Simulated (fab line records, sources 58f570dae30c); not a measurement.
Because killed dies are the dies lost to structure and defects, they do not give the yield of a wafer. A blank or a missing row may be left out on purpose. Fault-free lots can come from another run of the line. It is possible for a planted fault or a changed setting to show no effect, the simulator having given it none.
Which of the tools did it? -- flow berkeley-cmos170 -- 13 lots (39 wafers sampled), 1 step of a 331-step route

## WHAT THE GAUGES SHOWED, per wafer
The record holds no reading of a measuring or inspecting step that can be judged against a usual standard deviation.

## WHICH TOOL RAN EACH LOT (tool, then ch and the chambers of the sampled wafers, then the start)
lot,UCB170_M2_SOFTBAKE_11
L592,"litho-track-02 ch 0, day 7 21:00"
L591,"litho-track-01 ch 0, day 7 21:00"
L593,"litho-track-03 ch 0, day 7 22:00"
L594,"litho-track-01 ch 0, day 7 23:00"
L595,"litho-track-03 ch 0, day 8 05:00"
L599,"litho-track-02 ch 0, day 9 07:00"
L602,"litho-track-03 ch 0, day 10 00:00"
L603,"litho-track-02 ch 0, day 10 01:00"
L606,"litho-track-03 ch 0, day 10 09:00"
L607,"litho-track-01 ch 0, day 10 23:00"
L608,"litho-track-01 ch 0, day 11 13:00"
L612,"litho-track-03 ch 0, day 11 13:00"
L611,"litho-track-01 ch 0, day 11 14:00"
- UCB170_M2_SOFTBAKE_11: time 60 s.

## AS READ BY THE TOOLS THEMSELVES (means over the sampled wafers that have a number; for cases with no such wafer, the mark the record gives instead)
UCB170_M2_SOFTBAKE_11.
lot,tool,heater-power-total-W (W),plate-temp-C (C),run-length-s (s)
L592,litho-track-02,56.85,129.89,89.23
L591,litho-track-01,56.78,130.01,89.01
L593,litho-track-03,56.85,130.14,89.35
L594,litho-track-01,56.80,130.00,89.08
L595,litho-track-03,56.78,129.95,89.36
L599,litho-track-02,58.73,-,82.44
L602,litho-track-03,56.80,130.13,89.29
L603,litho-track-02,58.76,-,82.52
L606,litho-track-03,56.79,129.96,89.33
L607,litho-track-01,56.82,129.88,89.17
L608,litho-track-01,56.81,130.11,89.06
L612,litho-track-03,56.84,129.95,89.30
L611,litho-track-01,56.80,130.17,89.00

## THE ANSWER, worked out from the rows above alone
Rule: the lots themselves supply what counts as usual. The widest of any qualifying gaps counts: lots, ordered by their means at a reading, are off when they make up no more than a third of the lots, leave a main group of 4 or more, and stand apart from it by 3 or more times the standard deviation of that group's means. A main group is skipped when, at the precision printed for the reading in the tables above, its means are all equal. Also off: a lot with no number at a reading for which 4 or more lots have one. The other lots that the step has rows for count as sound. The gauges are gone through in route order, then the tools' own readings, and for those a lot's mean is taken as printed above. At the first step where some lot is off, the reading lying furthest off is the one used; lots without a number count as furthest.
Off at UCB170_M2_SOFTBAKE_11 (plate-temp-C): L599, L603. Without a number there: L599, L603. The main group: mean 130.02 C, standard deviation 0.099.
If a tool, at that step or one of the process steps before it, ran each lot that is off and ran no sound lot following the first of them, it fits. One fits: UCB170_M2_SOFTBAKE_11 on litho-track-02. Its last sound lot is L592 (day 7 21:00), its first lot that is off L599 (day 9 07:00): a fault that began between those two fits.
The tool's own readings at UCB170_M2_SOFTBAKE_11 bear it out: on the lots that are off they differ by more than 5 times the standard deviation of the sound lots' means. heater-power-total-W reads 58.74 W there against 56.81 W on the sound lots; run-length-s reads 82.48 s there against 89.20 s on the sound lots.
Blank at UCB170_M2_SOFTBAKE_11 on the lots that are off, where sound lots have numbers: plate-temp-C.

## WHAT WAS PUT IN BY THE SIMULATOR
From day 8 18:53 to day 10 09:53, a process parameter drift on litho-track-02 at UCB170_M2_SOFTBAKE_11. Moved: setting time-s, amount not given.
Shown lots that were struck: L599, L603. The rule above reached the same finding.
